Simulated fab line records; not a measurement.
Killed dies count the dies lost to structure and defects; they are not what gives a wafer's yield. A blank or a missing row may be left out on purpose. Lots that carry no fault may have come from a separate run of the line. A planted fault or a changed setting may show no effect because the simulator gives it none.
fab line records | flow berkeleyCmos170
record: lots: 5 | wafers: 15 | lastDay: 13
route steps=331 shown CONTACT@225 M1@238
lots that met no fault: from a run of the same line without faults
startH: hours from the record's first day to the start of the lot's first wafer shown | waitH: hours from the lot's prior step to this one | " same as the row above | L1.1+2: one row covering several wafers at once | - no value, or no start was given | * or withheld: withheld | < > ~ a bound
route shown NAME@n: NAME is a module with steps in the file, n the number in the route of the first one | usual: the fault-free wafers' mean and standard deviation | same: alike in all rows | chamber/n: place in a boat | sites: each site's reading | _std_site: the standard deviation of these | _edge_site: inner sites' mean taken away from outer sites' mean | radiusMm: how far each site lies from the wafer's centre | mask NAME#n: copy n | behind: the tool/chamber that last shaped the wafer | hold: cause of the lot's hold/its duration in hours/its outcome | device: transistor that didn't switch, given as n, p or np | end of line: the same wafers' tests at the end of the route | for a step that has no rows: nothing shown but its recipe | killed: dies lost to structure and defects at the first sort, not the wafer's yield | map: a wafer's dies, x killed, . not, _ none there
set.NAME: the run value of the setting; set.NAME@STEP: its run value at that earlier step | model.NAME: the simulator's own value behind a step, which no gauge read
certain route steps with their lots: each step a table, each wafer a row
services: the hour from which a tool's chamber was out of use, counted from the record's first day as startH (under 0 if before that day), plus the number of hours and why
== steps ==
step: UCB170_CONTACT_COAT_09
recipe: resist: BARC | tempC: withheld | timeS: withheld | spinRpm: 3000 | resistThkNm: withheld
lot.wafer  | tool          | chamber | startH | waitH
L074.4+5+6 | lithoTrack-04 | 0       | 173.37 | 0.7
L077.4+5+6 | lithoTrack-04 | 0       | 184.89 | 0.2
L088.2+3+4 | lithoTrack-04 | 0       | 240.36 | 0.3
L089.2+3+5 | lithoTrack-03 | 0       | 247.88 | 0.2
L097.3+4+6 | lithoTrack-03 | 0       | 284.18 | 0.2
step: UCB170_CONTACT_COAT_10
recipe: resist: KrF | spinRpm: 1500 | resistThkNm: 900
lot.wafer  | tool          | chamber | startH | waitH
L074.4+5+6 | lithoTrack-04 | 0       | -      | -
L077.4+5+6 | lithoTrack-04 | 0       | -      | -
L088.2+3+4 | lithoTrack-04 | 0       | -      | -
L089.2+3+5 | lithoTrack-03 | 0       | -      | -
L097.3+4+6 | lithoTrack-03 | 0       | -      | -
step: UCB170_CONTACT_SOFTBAKE_11
recipe: resist: KrF | tempC: 130 | timeS: 60
lot.wafer  | tool          | chamber | startH | waitH
L074.4+5+6 | lithoTrack-04 | 0       | -      | -
L077.4+5+6 | lithoTrack-04 | 0       | -      | -
L088.2+3+4 | lithoTrack-04 | 0       | -      | -
L089.2+3+5 | lithoTrack-03 | 0       | -      | -
L097.3+4+6 | lithoTrack-03 | 0       | -      | -
step: UCB170_CONTACT_EXPOSE_12
recipe: maskId: CONT | targetCdNm: 700 | na: 0.5 | sigmaOuter: 0.6 | sourceShape: conventional | doseMj: 35
usual: stageVelMmS: 500.00/0.25
lot.wafer | tool          | chamber | startH | waitH | mask   | stageVelMmS
L074.4    | krfScanner-01 | 0       | 173.93 | -     | CONT#0 | 499.86
L074.5    | "             | 0       | "      | "     | CONT#0 | 500.32
L074.6    | "             | 0       | "      | "     | CONT#0 | 499.82
L077.4    | krfScanner-02 | 0       | 185.57 | -     | CONT#0 | 500.06
L077.5    | "             | 0       | "      | "     | CONT#0 | 500.14
L077.6    | "             | 0       | "      | "     | CONT#0 | 499.98
L088.2    | krfScanner-02 | 0       | 240.93 | -     | CONT#0 | 499.40
L088.3    | "             | 0       | "      | "     | CONT#0 | 499.66
L088.4    | "             | 0       | "      | "     | CONT#0 | 499.91
L089.2    | krfScanner-01 | 0       | 248.45 | -     | CONT#0 | 499.73
L089.3    | "             | 0       | "      | "     | CONT#0 | 500.04
L089.5    | "             | 0       | "      | "     | CONT#0 | 500.04
L097.3    | krfScanner-02 | 0       | 284.75 | -     | CONT#0 | 499.87
L097.4    | "             | 0       | "      | "     | CONT#0 | 500.33
L097.6    | "             | 0       | "      | "     | CONT#0 | 499.96
step: UCB170_CONTACT_PEB_13
recipe: pebTempC: 130 | pebTimeS: withheld | resist: KrF
lot.wafer  | tool          | chamber | startH | waitH
L074.4+5+6 | lithoTrack-03 | 0       | 174.33 | 0.4
L077.4+5+6 | lithoTrack-03 | 0       | 185.86 | 0.3
L088.2+3+4 | lithoTrack-02 | 0       | 241.06 | 0.1
L089.2+3+5 | lithoTrack-02 | 0       | 248.57 | 0.1
L097.3+4+6 | lithoTrack-03 | 0       | 284.87 | 0.1
step: UCB170_CONTACT_DEVELOP_14
recipe: developer: TMAH | developTimeS: 45 | resist: KrF | devTempC: 21
lot.wafer  | tool          | chamber | startH | waitH
L074.4+5+6 | lithoTrack-03 | 0       | -      | -
L077.4+5+6 | lithoTrack-03 | 0       | -      | -
L088.2+3+4 | lithoTrack-02 | 0       | -      | -
L089.2+3+5 | lithoTrack-02 | 0       | -      | -
L097.3+4+6 | lithoTrack-03 | 0       | -      | -
step: UCB170_CONTACT_CD_MEAS_15
recipe: targetCdNm: 700
usual: cdNm: 700.0/1.5
lot.wafer | tool     | chamber | startH | waitH | cdNm
L074.4    | cdSem-02 | -       | 174.64 | -     | 699.0
L074.5    | "        | -       | "      | "     | 700.0
L074.6    | "        | -       | "      | "     | 699.7
L077.4    | cdSem-02 | -       | 186.12 | -     | 702.3
L077.5    | "        | -       | "      | "     | 703.0
L077.6    | "        | -       | "      | "     | 701.1
L088.2    | cdSem-02 | -       | 241.33 | -     | 701.4
L088.3    | "        | -       | "      | "     | 701.4
L088.4    | "        | -       | "      | "     | 700.3
L089.2    | cdSem-01 | -       | 248.84 | -     | 699.9
L089.3    | "        | -       | "      | "     | 700.6
L089.5    | "        | -       | "      | "     | 699.3
L097.3    | cdSem-01 | -       | 285.14 | -     | 700.0
L097.4    | "        | -       | "      | "     | 699.0
L097.6    | "        | -       | "      | "     | 699.4
step: UCB170_CONTACT_OVL_MEAS_16
usual: CONTACT_OVL: -3/5.2
lot.wafer | tool       | chamber | startH | waitH | CONTACT_OVL[nm]
L074.4    | overlay-02 | -       | 174.72 | 0.1   | -10
L074.5    | "          | -       | "      | "     | -6
L074.6    | "          | -       | "      | "     | -9
L077.4    | overlay-02 | -       | 186.20 | 0.1   | -1
L077.5    | "          | -       | "      | "     | -2
L077.6    | "          | -       | "      | "     | -1
L088.2    | overlay-02 | -       | 241.43 | 0.1   | -3
L088.3    | "          | -       | "      | "     | -3
L088.4    | "          | -       | "      | "     | -7
L089.2    | overlay-01 | -       | 248.95 | 0.1   | -3
L089.3    | "          | -       | "      | "     | -7
L089.5    | "          | -       | "      | "     | -6
L097.3    | overlay-01 | -       | 285.23 | 0.1   | -5
L097.4    | "          | -       | "      | "     | -8
L097.6    | "          | -       | "      | "     | -3
step: UCB170_CONTACT_ETCH_17
recipe: chemistry: N2/H2 | targetDepthA: withheld | overetchA: withheld | target: BARC | timeS: withheld | sourceW: 500 | biasW: 100 | pressureMtorr: 29.45 | n2FlowSccm: 100 | h2FlowSccm: 200
usual: drypumpMotorCurrentA: 5.7/0.36 | oesProductAu: 0.983/0.025 | throttleValvePct: 13.46/0.25
lot.wafer | tool       | chamber | startH | waitH | drypumpMotorCurrentA | oesProductAu | throttleValvePct
L074.4    | rieDiel-03 | 2       | 174.73 | 0.0   | 5.4                  | 1.000        | 13.61
L074.5    | "          | 2       | "      | "     | 5.5                  | 0.993        | 13.60
L074.6    | "          | 1       | "      | "     | 5.3                  | 0.996        | 13.00
L077.4    | rieDiel-03 | 2       | 186.21 | 0.0   | 5.5                  | 0.985        | 13.60
L077.5    | "          | 0       | "      | "     | 5.8                  | 1.015        | 13.57
L077.6    | "          | 3       | "      | "     | 6.1                  | 0.938        | 13.47
L088.2    | rieDiel-03 | 0       | 241.46 | 0.0   | 5.9                  | 1.016        | 13.58
L088.3    | "          | 1       | "      | "     | 5.3                  | 0.999        | 13.01
L088.4    | "          | 2       | "      | "     | 5.5                  | 1.001        | 13.61
L089.2    | rieDiel-01 | 3       | 248.98 | 0.0   | 5.2                  | 0.960        | 13.64
L089.3    | "          | 2       | "      | "     | 5.7                  | 0.963        | 13.63
L089.5    | "          | 2       | "      | "     | 5.7                  | 0.958        | 13.60
L097.3    | rieDiel-01 | 1       | 285.25 | 0.0   | 5.1                  | 0.954        | 13.19
L097.4    | "          | 0       | "      | "     | 5.7                  | 0.978        | 13.85
L097.6    | "          | 2       | "      | "     | 5.7                  | 0.971        | 13.61
step: UCB170_CONTACT_ETCH_18
recipe: chemistry: CHF3/CF4/Ar | target: PSG | stopOn: TiSi2 | CHF3_flow_sccm: 45 | cf4FlowSccm: 15 | Ar_flow_sccm: 150 | pressureMtorr: 200 | rfW: 700 | targetDepthA: 8400 | overEtchFrac: 0.2 | timeS: 195
usual: drypumpMotorCurrentA: 5.7/0.36 | oesProductAu: 0.879/0.015 | throttleValvePct: 6.94/0.16
lot.wafer | tool       | chamber | startH | waitH | drypumpMotorCurrentA | oesProductAu | rfHoursCounterH | throttleValvePct
L074.4    | rieDiel-03 | 2       | -      | -     | 5.5                  | 0.881        | 15              | 7.06
L074.5    | "          | 2       | "      | "     | 5.5                  | 0.882        | -               | 7.08
L074.6    | "          | 1       | "      | "     | 5.4                  | 0.871        | -               | 6.73
L077.4    | rieDiel-03 | 2       | -      | -     | 5.5                  | 0.894        | 15              | 7.08
L077.5    | "          | 0       | "      | "     | 5.9                  | 0.905        | -               | 6.94
L077.6    | "          | 3       | "      | "     | 6.1                  | 0.852        | -               | 7.04
L088.2    | rieDiel-03 | 0       | -      | -     | 5.8                  | 0.906        | 106             | 6.96
L088.3    | "          | 1       | "      | "     | 5.3                  | 0.882        | 79              | 6.75
L088.4    | "          | 2       | "      | "     | 5.5                  | 0.890        | 18              | 7.05
L089.2    | rieDiel-01 | 3       | -      | -     | 5.2                  | 0.876        | 2               | 7.13
L089.3    | "          | 2       | "      | "     | 5.7                  | 0.871        | 18              | 6.98
L089.5    | "          | 2       | "      | "     | 5.6                  | 0.880        | -               | 6.95
L097.3    | rieDiel-01 | 1       | -      | -     | 5.1                  | 0.865        | 76              | 6.75
L097.4    | "          | 0       | "      | "     | 5.7                  | 0.874        | 5               | 7.08
L097.6    | "          | 2       | "      | "     | 5.7                  | 0.874        | -               | 6.98
step: UCB170_CONTACT_STRIP_19
recipe: chemistry: O2 | powerW: 400 | pressureMtorr: 3500 | platenTempC: withheld | o2FlowSccm: 400 | overashFraction: 0.5
usual: drypumpMotorCurrentA: 5.9/0.43 | oesProductAu: 0.725/0.0049
lot.wafer | tool           | chamber | startH | waitH | drypumpMotorCurrentA | oesProductAu | rfHoursCounterH
L074.4    | plasmaAsher-01 | 0       | 174.93 | -     | 6.5                  | 0.724        | -
L074.5    | "              | 0       | "      | "     | 6.5                  | 0.731        | -
L074.6    | "              | 1       | "      | "     | 6.1                  | 0.724        | -
L077.4    | plasmaAsher-03 | 0       | 186.41 | -     | 5.1                  | 0.716        | -
L077.5    | "              | 0       | "      | "     | 5.1                  | 0.720        | -
L077.6    | "              | 1       | "      | "     | 5.8                  | 0.726        | -
L088.2    | plasmaAsher-04 | 1       | 241.63 | -     | 6.2                  | 0.730        | 56
L088.3    | "              | 1       | "      | "     | 6.2                  | 0.718        | -
L088.4    | "              | 0       | "      | "     | 5.7                  | 0.722        | -
L089.2    | plasmaAsher-03 | 1       | 249.14 | -     | 5.8                  | 0.728        | 53
L089.3    | "              | 0       | "      | "     | 5.1                  | 0.728        | -
L089.5    | "              | 1       | "      | "     | 5.8                  | 0.724        | -
L097.3    | plasmaAsher-01 | 1       | 285.46 | -     | 5.9                  | 0.728        | -
L097.4    | "              | 0       | "      | "     | 6.5                  | 0.726        | -
L097.6    | "              | 0       | "      | "     | 6.5                  | 0.723        | -
step: UCB170_CONTACT_CD_MEAS_90
recipe: targetCdNm: 700
usual: cdNm: 699.2/1.9
lot.wafer | tool     | chamber | startH | waitH | cdNm
L074.4    | cdSem-02 | -       | 175.13 | 0.2   | 699.8
L074.5    | "        | -       | "      | "     | 700.4
L074.6    | "        | -       | "      | "     | 699.9
L077.4    | cdSem-02 | -       | 186.56 | 0.1   | 703.3
L077.5    | "        | -       | "      | "     | 702.2
L077.6    | "        | -       | "      | "     | 698.5
L088.2    | cdSem-01 | -       | 241.75 | 0.1   | 700.0
L088.3    | "        | -       | "      | "     | 700.8
L088.4    | "        | -       | "      | "     | 701.1
L089.2    | cdSem-02 | -       | 249.26 | 0.1   | 698.4
L089.3    | "        | -       | "      | "     | 699.3
L089.5    | "        | -       | "      | "     | 699.0
L097.3    | cdSem-01 | -       | 285.56 | 0.1   | 697.3
L097.4    | "        | -       | "      | "     | 698.7
L097.6    | "        | -       | "      | "     | 698.8
step: UCB170_CONTACT_CLEAN_20
recipe: chemistry: SPM | tempC: 120 | timeS: 600
usual: bathHeatDutyPct: 13.2/1.4
lot.wafer | tool        | chamber | startH | waitH | bathHeatDutyPct
L074.4    | wetBench-01 | 3       | 175.19 | 0.0   | 14.3
L074.5    | "           | 3       | "      | "     | 13.5
L074.6    | "           | 3       | "      | "     | 13.5
L077.4    | wetBench-04 | 2       | 190.17 | 3.6   | 10.6
L077.5    | "           | 2       | "      | "     | 12.3
L077.6    | "           | 2       | "      | "     | 11.7
L088.2    | wetBench-04 | 3       | 241.85 | 0.1   | 14.3
L088.3    | "           | 3       | "      | "     | 15.2
L088.4    | "           | 3       | "      | "     | 16.0
L089.2    | wetBench-01 | 0       | 249.36 | 0.1   | 13.6
L089.3    | "           | 0       | "      | "     | 12.0
L089.5    | "           | 0       | "      | "     | 11.5
L097.3    | wetBench-04 | 3       | 285.64 | 0.1   | 15.1
L097.4    | "           | 3       | "      | "     | 15.8
L097.6    | "           | 3       | "      | "     | 13.5
step: UCB170_M1_SPUTTER_00
recipe: material: Al | targetThkNm: 600 | timeS: 80 | powerW: 6000 | chamberPressurePa: 0.5
usual: throttleValvePct: 30.0/1.4
lot.wafer | tool          | chamber | startH | waitH | throttleValvePct
L074.4    | pvdSputter-04 | -       | 175.38 | 0.0   | 31.5
L074.5    | "             | -       | "      | "     | 31.9
L074.6    | "             | -       | "      | "     | 31.5
L077.4    | pvdSputter-03 | -       | 190.35 | 0.0   | 31.3
L077.5    | "             | -       | "      | "     | 31.5
L077.6    | "             | -       | "      | "     | 28.6
L088.2    | pvdSputter-03 | -       | 242.02 | 0.0   | 29.0
L088.3    | "             | -       | "      | "     | 28.9
L088.4    | "             | -       | "      | "     | 29.4
L089.2    | pvdSputter-03 | -       | 249.54 | 0.0   | 28.8
L089.3    | "             | -       | "      | "     | 31.2
L089.5    | "             | -       | "      | "     | 28.8
L097.3    | pvdSputter-03 | -       | 285.85 | 0.0   | 31.2
L097.4    | "             | -       | "      | "     | 28.7
L097.6    | "             | -       | "      | "     | 29.2
step: UCB170_M1_RS_MEAS_01
recipe: thkMeasGauge: four-point-probe | reads: Al_of_M1_SPUTTER_00
usual: M1_AL_RS: 0.0487/0.00055
lot.wafer | tool         | chamber | startH | waitH | M1_AL_RS[ohm/sq]
L074.4    | filmMetro-03 | -       | 175.50 | 0.1   | 0.0478
L074.5    | "            | -       | "      | "     | 0.0481
L074.6    | "            | -       | "      | "     | 0.0476
L077.4    | filmMetro-03 | -       | 190.47 | 0.1   | 0.0486
L077.5    | "            | -       | "      | "     | 0.0487
L077.6    | "            | -       | "      | "     | 0.0485
L088.2    | filmMetro-04 | -       | 242.10 | 0.1   | 0.0483
L088.3    | "            | -       | "      | "     | 0.0479
L088.4    | "            | -       | "      | "     | 0.0488
L089.2    | filmMetro-03 | -       | 249.62 | 0.1   | 0.0487
L089.3    | "            | -       | "      | "     | 0.0485
L089.5    | "            | -       | "      | "     | 0.0482
L097.3    | filmMetro-03 | -       | 285.95 | 0.1   | 0.0489
L097.4    | "            | -       | "      | "     | 0.0491
L097.6    | "            | -       | "      | "     | 0.0495
step: UCB170_M1_THK_MEAS_02
recipe: thkMeasGauge: xrf | reads: Al_of_M1_SPUTTER_00
usual: M1_AL_THK: 606/6.6
lot.wafer | tool         | chamber | startH | waitH | M1_AL_THK[nm]
L074.4    | filmMetro-03 | -       | 175.59 | 0.1   | 616
L074.5    | "            | -       | "      | "     | 614
L074.6    | "            | -       | "      | "     | 622
L077.4    | filmMetro-03 | -       | 190.56 | 0.1   | 606
L077.5    | "            | -       | "      | "     | 607
L077.6    | "            | -       | "      | "     | 610
L088.2    | filmMetro-04 | -       | 242.21 | 0.1   | 610
L088.3    | "            | -       | "      | "     | 611
L088.4    | "            | -       | "      | "     | 602
L089.2    | filmMetro-03 | -       | 249.73 | 0.1   | 604
L089.3    | "            | -       | "      | "     | 605
L089.5    | "            | -       | "      | "     | 611
L097.3    | filmMetro-03 | -       | 286.05 | 0.1   | 603
L097.4    | "            | -       | "      | "     | 602
L097.6    | "            | -       | "      | "     | 594
step: UCB170_M1_COAT_03
recipe: resist: BARC | tempC: withheld | timeS: withheld | spinRpm: 3000 | resistThkNm: withheld
lot.wafer  | tool          | chamber | startH | waitH
L074.4+5+6 | lithoTrack-02 | 0       | 175.70 | 0.1
L077.4+5+6 | lithoTrack-04 | 0       | 191.23 | 0.7
L088.2+3+4 | lithoTrack-04 | 0       | 242.29 | 0.1
L089.2+3+5 | lithoTrack-04 | 0       | 249.80 | 0.1
L097.3+4+6 | lithoTrack-04 | 0       | 286.14 | 0.1
step: UCB170_M1_COAT_04
recipe: resist: KrF | spinRpm: 1500 | resistThkNm: 900
lot.wafer  | tool          | chamber | startH | waitH
L074.4+5+6 | lithoTrack-02 | 0       | -      | -
L077.4+5+6 | lithoTrack-04 | 0       | -      | -
L088.2+3+4 | lithoTrack-04 | 0       | -      | -
L089.2+3+5 | lithoTrack-04 | 0       | -      | -
L097.3+4+6 | lithoTrack-04 | 0       | -      | -
step: UCB170_M1_SOFTBAKE_05
recipe: resist: KrF | tempC: 130 | timeS: 60
lot.wafer  | tool          | chamber | startH | waitH
L074.4+5+6 | lithoTrack-02 | 0       | -      | -
L077.4+5+6 | lithoTrack-04 | 0       | -      | -
L088.2+3+4 | lithoTrack-04 | 0       | -      | -
L089.2+3+5 | lithoTrack-04 | 0       | -      | -
L097.3+4+6 | lithoTrack-04 | 0       | -      | -
step: UCB170_M1_EXPOSE_06
recipe: maskId: METAL1 | targetCdNm: 700 | na: 0.5 | sigmaOuter: 0.6 | sourceShape: conventional | doseMj: 21
usual: stageVelMmS: 500.00/0.25
lot.wafer | tool          | chamber | startH | waitH | mask     | stageVelMmS
L074.4    | krfScanner-02 | 0       | 176.25 | -     | METAL1#0 | 500.29
L074.5    | "             | 0       | "      | "     | METAL1#0 | 500.16
L074.6    | "             | 0       | "      | "     | METAL1#0 | 499.83
L077.4    | krfScanner-02 | 0       | 191.70 | -     | METAL1#0 | 500.31
L077.5    | "             | 0       | "      | "     | METAL1#0 | 500.09
L077.6    | "             | 0       | "      | "     | METAL1#0 | 500.05
L088.2    | krfScanner-02 | 0       | 242.86 | -     | METAL1#0 | 499.91
L088.3    | "             | 0       | "      | "     | METAL1#0 | 500.14
L088.4    | "             | 0       | "      | "     | METAL1#0 | 500.27
L089.2    | krfScanner-01 | 0       | 250.25 | -     | METAL1#0 | 499.76
L089.3    | "             | 0       | "      | "     | METAL1#0 | 499.57
L089.5    | "             | 0       | "      | "     | METAL1#0 | 499.85
L097.3    | krfScanner-01 | 0       | 286.58 | -     | METAL1#0 | 499.81
L097.4    | "             | 0       | "      | "     | METAL1#0 | 500.41
L097.6    | "             | 0       | "      | "     | METAL1#0 | 500.16
step: UCB170_M1_PEB_07
recipe: pebTempC: 130 | pebTimeS: withheld | resist: KrF
lot.wafer  | tool          | chamber | startH | waitH
L074.4+5+6 | lithoTrack-01 | 0       | 176.39 | 0.1
L077.4+5+6 | lithoTrack-04 | 0       | 192.51 | 0.8
L088.2+3+4 | lithoTrack-02 | 0       | 242.98 | 0.1
L089.2+3+5 | lithoTrack-01 | 0       | 250.64 | 0.4
L097.3+4+6 | lithoTrack-02 | 0       | 286.92 | 0.3
step: UCB170_M1_DEVELOP_08
recipe: developer: TMAH | developTimeS: 45 | resist: KrF | devTempC: 21
lot.wafer  | tool          | chamber | startH | waitH
L074.4+5+6 | lithoTrack-01 | 0       | -      | -
L077.4+5+6 | lithoTrack-04 | 0       | -      | -
L088.2+3+4 | lithoTrack-02 | 0       | -      | -
L089.2+3+5 | lithoTrack-01 | 0       | -      | -
L097.3+4+6 | lithoTrack-02 | 0       | -      | -
step: UCB170_M1_CD_MEAS_09
recipe: targetCdNm: 700
usual: cdNm: 700.2/1.5
lot.wafer | tool     | chamber | startH | waitH | cdNm
L074.4    | cdSem-01 | -       | 176.65 | -     | 702.2
L074.5    | "        | -       | "      | "     | 701.3
L074.6    | "        | -       | "      | "     | 702.9
L077.4    | cdSem-02 | -       | 192.83 | -     | 698.9
L077.5    | "        | -       | "      | "     | 700.6
L077.6    | "        | -       | "      | "     | 699.8
L088.2    | cdSem-01 | -       | 243.25 | -     | 700.4
L088.3    | "        | -       | "      | "     | 700.1
L088.4    | "        | -       | "      | "     | 700.0
L089.2    | cdSem-02 | -       | 250.91 | -     | 700.6
L089.3    | "        | -       | "      | "     | 701.7
L089.5    | "        | -       | "      | "     | 701.8
L097.3    | cdSem-02 | -       | 287.19 | -     | 700.4
L097.4    | "        | -       | "      | "     | 700.6
L097.6    | "        | -       | "      | "     | 700.7
step: UCB170_M1_OVL_MEAS_10
usual: M1_OVL: 2/4.9
lot.wafer | tool       | chamber | startH | waitH | M1_OVL[nm]
L074.4    | overlay-01 | -       | 176.72 | 0.1   | 4
L074.5    | "          | -       | "      | "     | 1
L074.6    | "          | -       | "      | "     | 8
L077.4    | overlay-02 | -       | 192.91 | 0.1   | 2
L077.5    | "          | -       | "      | "     | 5
L077.6    | "          | -       | "      | "     | 11
L088.2    | overlay-02 | -       | 243.36 | 0.1   | 9
L088.3    | "          | -       | "      | "     | 5
L088.4    | "          | -       | "      | "     | 7
L089.2    | overlay-02 | -       | 251.01 | 0.1   | -6
L089.3    | "          | -       | "      | "     | -7
L089.5    | "          | -       | "      | "     | -2
L097.3    | overlay-02 | -       | 287.28 | 0.1   | -2
L097.4    | "          | -       | "      | "     | 4
L097.6    | "          | -       | "      | "     | 2
step: UCB170_M1_ETCH_11
recipe: chemistry: N2/H2 | targetDepthA: withheld | overetchA: withheld | target: BARC | timeS: withheld | sourceW: 500 | biasW: 100 | pressureMtorr: 30 | n2FlowSccm: 100 | h2FlowSccm: 200
usual: drypumpMotorCurrentA: 5.9/0.35 | oesProductAu: 0.992/0.022 | throttleValvePct: 13.25/0.18
lot.wafer | tool       | chamber | startH | waitH | drypumpMotorCurrentA | oesProductAu | throttleValvePct
L074.4    | rieDiel-02 | 2       | 176.74 | 0.0   | 5.4                  | 1.018        | 13.30
L074.5    | "          | 0       | "      | "     | 5.9                  | 0.978        | 13.13
L074.6    | "          | 3       | "      | "     | 6.3                  | 1.015        | 13.06
L077.4    | rieDiel-04 | 1       | 192.93 | 0.0   | 6.4                  | 0.971        | 13.20
L077.5    | "          | 2       | "      | "     | 5.6                  | 0.973        | 13.14
L077.6    | "          | 1       | "      | "     | 6.3                  | 0.972        | 13.20
L088.2    | rieDiel-02 | 3       | 243.39 | 0.0   | 6.3                  | 1.016        | 13.07
L088.3    | "          | 2       | "      | "     | 5.4                  | 1.010        | 13.31
L088.4    | "          | 0       | "      | "     | 5.9                  | 0.988        | 13.13
L089.2    | rieDiel-03 | 2       | 251.04 | 0.0   | 5.5                  | 0.996        | 13.45
L089.3    | "          | 3       | "      | "     | 6.1                  | 0.939        | 13.36
L089.5    | "          | 0       | "      | "     | 5.8                  | 1.016        | 13.42
L097.3    | rieDiel-02 | 1       | 287.31 | 0.0   | 6.2                  | 1.004        | 13.52
L097.4    | "          | 3       | "      | "     | 6.3                  | 0.997        | 13.05
L097.6    | "          | 1       | "      | "     | 6.2                  | 1.011        | 13.51
step: UCB170_M1_METAL_ETCH_12
recipe: chemistry: Cl2/BCl3 | target: Al | stopOn: PSG | pressureMtorr: 12 | targetDepthA: 7800 | overEtchFrac: 0.3 | timeS: 130 | icpW: 600 | biasW: 120 | Cl2_flow_sccm: 90 | bcl3FlowSccm: 45
usual: drypumpMotorCurrentA: 5.4/0.46 | oesProductAu: 0.859/0.014 | throttleValvePct: 24.42/0.26
lot.wafer | tool        | chamber | startH | waitH | drypumpMotorCurrentA | oesProductAu | rfHoursCounterH | throttleValvePct
L074.4    | rieMetal-04 | 1       | 176.83 | -     | 6.1                  | 0.860        | -               | 24.12
L074.5    | "           | 0       | "      | "     | 5.6                  | 0.884        | -               | 24.91
L074.6    | "           | 1       | "      | "     | 6.1                  | 0.867        | -               | 24.13
L077.4    | rieMetal-02 | 1       | 193.01 | -     | 4.8                  | 0.845        | -               | 24.18
L077.5    | "           | 1       | "      | "     | 4.8                  | 0.833        | -               | 24.19
L077.6    | "           | 0       | "      | "     | 5.0                  | 0.845        | -               | 24.28
L088.2    | rieMetal-02 | 0       | 243.43 | -     | 5.0                  | 0.840        | 3               | 24.29
L088.3    | "           | 1       | "      | "     | 4.8                  | 0.853        | -               | 24.19
L088.4    | "           | 0       | "      | "     | 5.0                  | 0.837        | -               | 24.29
L089.2    | rieMetal-02 | 0       | 251.08 | -     | 5.0                  | 0.844        | 3               | 24.28
L089.3    | "           | 1       | "      | "     | 4.8                  | 0.848        | -               | 24.19
L089.5    | "           | 0       | "      | "     | 5.0                  | 0.843        | -               | 24.27
L097.3    | rieMetal-01 | 0       | 287.39 | -     | 5.7                  | 0.852        | -               | 24.71
L097.4    | "           | 1       | "      | "     | 4.9                  | 0.872        | -               | 24.33
L097.6    | "           | 1       | "      | "     | 5.0                  | 0.864        | -               | 24.31
step: UCB170_M1_STRIP_13
recipe: chemistry: O2 | powerW: 400 | pressureMtorr: 3500 | platenTempC: withheld | o2FlowSccm: 400 | overashFraction: 0.5
usual: drypumpMotorCurrentA: 5.6/0.45 | oesProductAu: 0.720/0.0047
lot.wafer | tool           | chamber | startH | waitH | drypumpMotorCurrentA | oesProductAu | rfHoursCounterH
L074.4    | plasmaAsher-02 | 1       | 176.95 | 0.1   | 4.7                  | 0.726        | -
L074.5    | "              | 1       | "      | "     | 4.7                  | 0.720        | -
L074.6    | "              | 0       | "      | "     | 5.5                  | 0.718        | -
L077.4    | plasmaAsher-03 | 1       | 193.14 | 0.1   | 5.8                  | 0.717        | -
L077.5    | "              | 0       | "      | "     | 5.1                  | 0.724        | -
L077.6    | "              | 1       | "      | "     | 5.8                  | 0.715        | -
L088.2    | plasmaAsher-04 | 1       | 243.56 | 0.1   | 6.1                  | 0.718        | 57
L088.3    | "              | 0       | "      | "     | 5.7                  | 0.717        | -
L088.4    | "              | 1       | "      | "     | 6.1                  | 0.715        | -
L089.2    | plasmaAsher-03 | 1       | 251.22 | 0.1   | 5.8                  | 0.716        | 53
L089.3    | "              | 1       | "      | "     | 5.7                  | 0.718        | -
L089.5    | "              | 1       | "      | "     | 5.8                  | 0.712        | -
L097.3    | plasmaAsher-03 | 0       | 287.51 | 0.1   | 5.2                  | 0.718        | -
L097.4    | "              | 1       | "      | "     | 5.8                  | 0.722        | -
L097.6    | "              | 1       | "      | "     | 5.8                  | 0.719        | -
step: UCB170_M1_CD_MEAS_90
recipe: targetCdNm: 700
usual: cdNm: 701/3.2
lot.wafer | tool     | chamber | startH | waitH | cdNm
L074.4    | cdSem-02 | -       | 177.08 | 0.1   | 699
L074.5    | "        | -       | "      | "     | 704
L074.6    | "        | -       | "      | "     | 700
L077.4    | cdSem-02 | -       | 193.30 | 0.1   | 698
L077.5    | "        | -       | "      | "     | 699
L077.6    | "        | -       | "      | "     | 702
L088.2    | cdSem-01 | -       | 243.68 | 0.1   | 700
L088.3    | "        | -       | "      | "     | 695
L088.4    | "        | -       | "      | "     | 698
L089.2    | cdSem-01 | -       | 251.34 | 0.1   | 700
L089.3    | "        | -       | "      | "     | 701
L089.5    | "        | -       | "      | "     | 701
L097.3    | cdSem-02 | -       | 287.62 | 0.1   | 704
L097.4    | "        | -       | "      | "     | 702
L097.6    | "        | -       | "      | "     | 704
step: UCB170_M1_ANNEAL_14
recipe: tempC: 400 | timeS: 1200 | ambient: formingGas
lot.wafer  | tool       | chamber | startH | waitH
L074.4+5+6 | furnace-03 | 0       | 178.23 | 1.1
L077.4+5+6 | furnace-03 | 0       | 193.36 | 0.0
L088.2+3+4 | furnace-03 | 0       | 243.78 | 0.1
L089.2+3+5 | furnace-03 | 0       | 251.44 | 0.1
L097.3+4+6 | furnace-03 | 0       | 287.70 | 0.1
== services ==
tool           | chamber | startH | hours | kind
krfScanner-01  | -       | 150.67 | 0.8   | pm
rieDiel-02     | -       | 164.94 | 0.4   | repair
rieDiel-03     | 2       | 165.93 | 3.0   | repair
krfScanner-02  | -       | 177.09 | 0.8   | pm
krfScanner-02  | -       | 177.96 | 1.3   | pm
rieMetal-02    | -       | 190.76 | 1.3   | repair
krfScanner-01  | -       | 194.57 | 0.7   | repair
rieDiel-01     | 0       | 213.03 | 5.8   | repair
rieDiel-01     | -       | 213.30 | 0.9   | repair
krfScanner-02  | -       | 224.74 | 2.7   | repair
wetBench-04    | -       | 226.44 | 2.6   | repair
rieDiel-02     | -       | 227.11 | 0.3   | repair
krfScanner-01  | -       | 227.41 | 1.0   | pm
plasmaAsher-03 | -       | 230.01 | 2.0   | repair
plasmaAsher-03 | -       | 243.18 | 2.2   | repair
rieDiel-01     | 0       | 244.41 | 9.2   | repair
krfScanner-01  | -       | 245.70 | 2.4   | repair
krfScanner-02  | -       | 248.20 | 1.0   | pm
rieMetal-02    | -       | 250.03 | 0.5   | repair
rieDiel-01     | 3       | 254.61 | 2.0   | repair
krfScanner-01  | -       | 262.65 | 5.9   | repair
rieDiel-01     | -       | 262.78 | 2.8   | pm
rieDiel-01     | -       | 269.59 | 15.6  | pm
krfScanner-01  | -       | 270.15 | 4.2   | repair
== key ==
fault none
